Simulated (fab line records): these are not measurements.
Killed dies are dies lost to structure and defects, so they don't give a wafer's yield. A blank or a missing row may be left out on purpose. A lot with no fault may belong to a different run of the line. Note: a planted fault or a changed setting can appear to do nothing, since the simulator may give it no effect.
Which tool was responsible? -- flow rit-cmos -- 42 wafers from 14 lots sampled at 6 of the route's 202 steps

## WHAT THE GAUGES SHOWED, per wafer
RIT_FOX2_THK_MEAS_90. Usual: FIELD_OXIDE_LEFT_1_THK typically reads 325 nm, with standard deviation 8.9.
lot,measured,on,FIELD_OXIDE_LEFT_1_THK (nm),flag
L760,day 1 22:01,film-metro-04,319 313 310,
L761,day 2 03:17,film-metro-04,331 337 335,
L762,day 2 08:16,film-metro-02,340 330 330,
L763,day 2 12:52,film-metro-02,323 315 320,
L766,day 3 08:33,film-metro-01,321 321 318,
L769,day 3 23:46,film-metro-02,328 331 337,
L771,day 4 08:48,film-metro-02,313 312 321,
L772,day 4 13:22,film-metro-01,335 326 332,
L776,day 5 08:37,film-metro-02,336 338 334,
L778,day 5 15:32,film-metro-02,327 317 318,
L779,day 5 20:06,film-metro-02,325 323 329,
L780,day 6 02:56,film-metro-02,338 336 343,
L782,day 6 12:16,film-metro-04,330 327 329,
L783,day 6 16:56,film-metro-01,336 340 344,

RIT_GATE_CD_MEAS_16: the cd target is 150 nm. Usual: cd-nm reads 149.5 nm (standard deviation 2.3).
lot,measured,on,cd-nm (nm),flag
L760,day 2 18:11,cd-sem-02,150.2 147.5 149.0,
L761,day 3 04:04,cd-sem-02,146.8 147.2 146.7,
L762,day 3 07:49,cd-sem-01,152.1 151.2 151.1,
L763,day 3 13:47,cd-sem-02,150.9 152.2 150.1,
L766,day 4 07:34,cd-sem-02,149.9 150.2 148.8,
L769,day 4 21:43,cd-sem-02,145.3 149.0 145.9,
L771,day 5 05:09,cd-sem-01,146.8 146.4 147.8,
L772,day 5 10:16,cd-sem-01,149.4 150.0 149.9,
L776,day 6 05:56,cd-sem-01,152.2 154.1 152.6,
L778,day 6 09:05,cd-sem-02,148.7 148.9 149.4,
L779,day 6 14:20,cd-sem-02,146.2 144.5 146.0,
L780,day 6 21:41,cd-sem-02,151.4 150.8 150.9,
L782,day 7 12:30,cd-sem-02,153.3 152.4 150.1,
L783,day 7 14:35,cd-sem-02,150.9 153.9 152.1,

RIT_NSD_TW_MEAS_10. Usual: NSD_TW typically reads 3100, with standard deviation 19.
lot,measured,on,NSD_TW,flag
L760,day 3 06:55,film-metro-04,3070 3068 3065,
L761,day 3 18:40,film-metro-04,3073 3073 3060,
L762,day 3 18:54,film-metro-03,3090 3102 3100,
L763,day 4 04:19,film-metro-01,3115 3111 3124,
L766,day 4 19:28,film-metro-03,3127 3116 3113,
L769,day 5 09:25,film-metro-03,1653 1645 1637,OFF
L771,day 5 17:01,film-metro-01,1660 1643 1642,OFF
L772,day 5 21:28,film-metro-01,3104 3102 3106,
L776,day 6 16:39,film-metro-03,3066 3061 3063,
L778,day 6 22:08,film-metro-03,3074 3075 3045,
L779,day 7 02:26,film-metro-01,3115 3117 3119,
L780,day 7 10:06,film-metro-01,3122 3102 3122,
L782,day 8 03:21,film-metro-01,3147 3148 3124,
L783,day 8 04:25,film-metro-03,3108 3112 3109,

RIT_SDANNEAL_RS_MEAS_05: uses a four-point probe to measure. Usual: NSD_RS typically reads 84.46 ohm/sq, with standard deviation 0.28.
lot,measured,on,NSD_RS (ohm/sq),flag
L760,day 3 09:04,film-metro-03,84.24 84.03 83.99,
L761,day 3 20:58,film-metro-04,84.66 84.45 84.23,
L762,day 3 21:16,film-metro-03,84.36 84.16 84.31,
L763,day 4 06:25,film-metro-01,84.81 84.79 84.43,
L766,day 4 21:30,film-metro-04,84.67 84.59 84.50,
L769,day 5 11:47,film-metro-04,485.48 485.73 487.03,OFF
L771,day 5 19:05,film-metro-04,475.27 493.38 491.52,OFF
L772,day 5 23:44,film-metro-01,84.23 84.15 84.07,
L776,day 6 18:41,film-metro-01,85.06 85.22 85.05,
L778,day 7 00:11,film-metro-04,84.45 85.02 84.77,
L779,day 7 04:28,film-metro-04,84.50 84.64 84.41,
L780,day 7 12:08,film-metro-01,83.96 83.62 84.17,
L782,day 8 05:30,film-metro-01,84.11 84.00 84.21,
L783,day 8 06:34,film-metro-03,84.27 84.19 84.31,

RIT_CONTACT_CD_MEAS_90: the cd target is 1000 nm. Usual: cd-nm reads 1000.5 nm (standard deviation 2.3).
lot,measured,on,cd-nm (nm),flag
L760,day 3 11:49,cd-sem-01,1001.9 1001.1 1002.0,
L761,day 3 23:47,cd-sem-02,998.4 1000.8 999.4,
L762,day 4 00:05,cd-sem-02,1000.9 1000.8 1002.3,
L763,day 4 09:14,cd-sem-02,1004.4 1004.0 1004.8,
L766,day 5 00:16,cd-sem-02,998.6 998.2 998.0,
L769,day 5 14:37,cd-sem-02,995.7 998.0 996.2,
L771,day 5 22:06,cd-sem-02,997.0 995.6 996.3,
L772,day 6 02:33,cd-sem-02,1000.2 999.4 1000.3,
L776,day 6 21:26,cd-sem-01,1005.1 1003.3 1004.5,
L778,day 7 02:57,cd-sem-01,999.0 996.8 999.6,
L779,day 7 07:14,cd-sem-01,1001.0 1002.9 1002.8,
L780,day 7 14:46,cd-sem-01,998.3 999.5 1000.1,
L782,day 8 08:08,cd-sem-02,1000.8 1002.6 999.9,
L783,day 8 09:11,cd-sem-01,1003.8 1000.0 999.9,

## WHICH TOOL RAN EACH LOT (tool, then ch and the chambers of the sampled wafers, then the start)
lot,RIT_NSD_IMPLANT_08
L760,"implanter-02 ch 0, day 3 06:35"
L761,"implanter-03 ch 0, day 3 18:23"
L762,"implanter-01 ch 0, day 3 18:36"
L763,"implanter-03 ch 0, day 4 04:00"
L766,"implanter-02 ch 0, day 4 19:10"
L769,"implanter-02 ch 0, day 5 09:07"
L771,"implanter-02 ch 0, day 5 16:35"
L772,"implanter-03 ch 0, day 5 21:08"
L776,"implanter-01 ch 0, day 6 16:20"
L778,"implanter-01 ch 0, day 6 21:49"
L779,"implanter-01 ch 0, day 7 02:07"
L780,"implanter-01 ch 0, day 7 09:46"
L782,"implanter-03 ch 0, day 8 03:01"
L783,"implanter-01 ch 0, day 8 04:05"
- RIT_NSD_IMPLANT_08

## WHAT THE TOOLS THEMSELVES READ (means of the sampled wafers that have a number; where no wafer has one, the mark that the record gives instead)
RIT_NSD_IMPLANT_08. Usual: dose-ions-cm2 9.999e+14, standard deviation 1.2e+12; end-station-pressure-torr 7.5e-06 Torr, standard deviation 3.7e-07; faraday-current-uA 3132, standard deviation 69.
lot,tool,dose-ions-cm2,end-station-pressure-torr (Torr),faraday-current-uA,flag
L760,implanter-02,9.991e+14,7.4e-06,3186,
L761,implanter-03,9.994e+14,7.8e-06,3128,
L762,implanter-01,1.001e+15,7.3e-06,3103,
L763,implanter-03,1.002e+15,7.3e-06,3167,
L766,implanter-02,1.000e+15,7.6e-06,3162,
L769,implanter-02,9.837e+13,5.3e-06,318,OFF
L771,implanter-02,1.005e+14,5.1e-06,310,OFF
L772,implanter-03,9.994e+14,7.6e-06,3179,
L776,implanter-01,9.989e+14,7.7e-06,3181,
L778,implanter-01,9.991e+14,7.6e-06,3114,
L779,implanter-01,1.001e+15,7.3e-06,3140,
L780,implanter-01,9.989e+14,8.0e-06,3182,
L782,implanter-03,1.000e+15,7.4e-06,3110,
L783,implanter-01,9.990e+14,7.3e-06,3078,

## THE ANSWER, worked out from the rows above alone
Rule: a lot counts as off when the mean over its wafers that have a number is more than 3 standard deviations away from the usual mean. A lot without any number at a reading at which 4 lots or more have one is off too. Where the step has rows for the other lots, those lots are counted as sound. Order of review: gauges by route order, followed by the tools' own readings, for which a lot's mean as printed above is used. At the first step where some lot is off, the reading lying furthest off is the one used; lots without a number count as furthest.
Off: at RIT_NSD_TW_MEAS_10 (NSD_TW), L769, L771.
If a tool, at a process step before that reading, ran all the lots that are off and no sound lot after the first of them, it fits. The gauges at RIT_NSD_TW_MEAS_10 aren't tried: what is off there is off at RIT_SDANNEAL_RS_MEAS_05 too, on other tools, and a gauge's error can't cause that. One candidate fits, namely implanter-02 at RIT_NSD_IMPLANT_08. Its last sound lot is L766 (day 4 19:10), its first lot that is off L769 (day 5 09:07): a fault that began between those two fits.
The tool's own readings at RIT_NSD_IMPLANT_08 bear it out: on the lots that are off they differ by more than 5 times the standard deviation of the sound lots' means. dose-ions-cm2 reads 9.944e+13 there against 9.998e+14 on the sound lots; end-station-pressure-torr reads 5.2e-06 Torr there against 7.5e-06 Torr on the sound lots; faraday-current-uA reads 314 there against 3144 on the sound lots.

## WHAT THE SIMULATOR PUT IN
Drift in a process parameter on implanter-02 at RIT_NSD_IMPLANT_08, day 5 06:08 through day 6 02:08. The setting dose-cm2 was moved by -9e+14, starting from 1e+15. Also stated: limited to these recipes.
Lots struck among those shown: L769, L771. Same finding as the rule above.
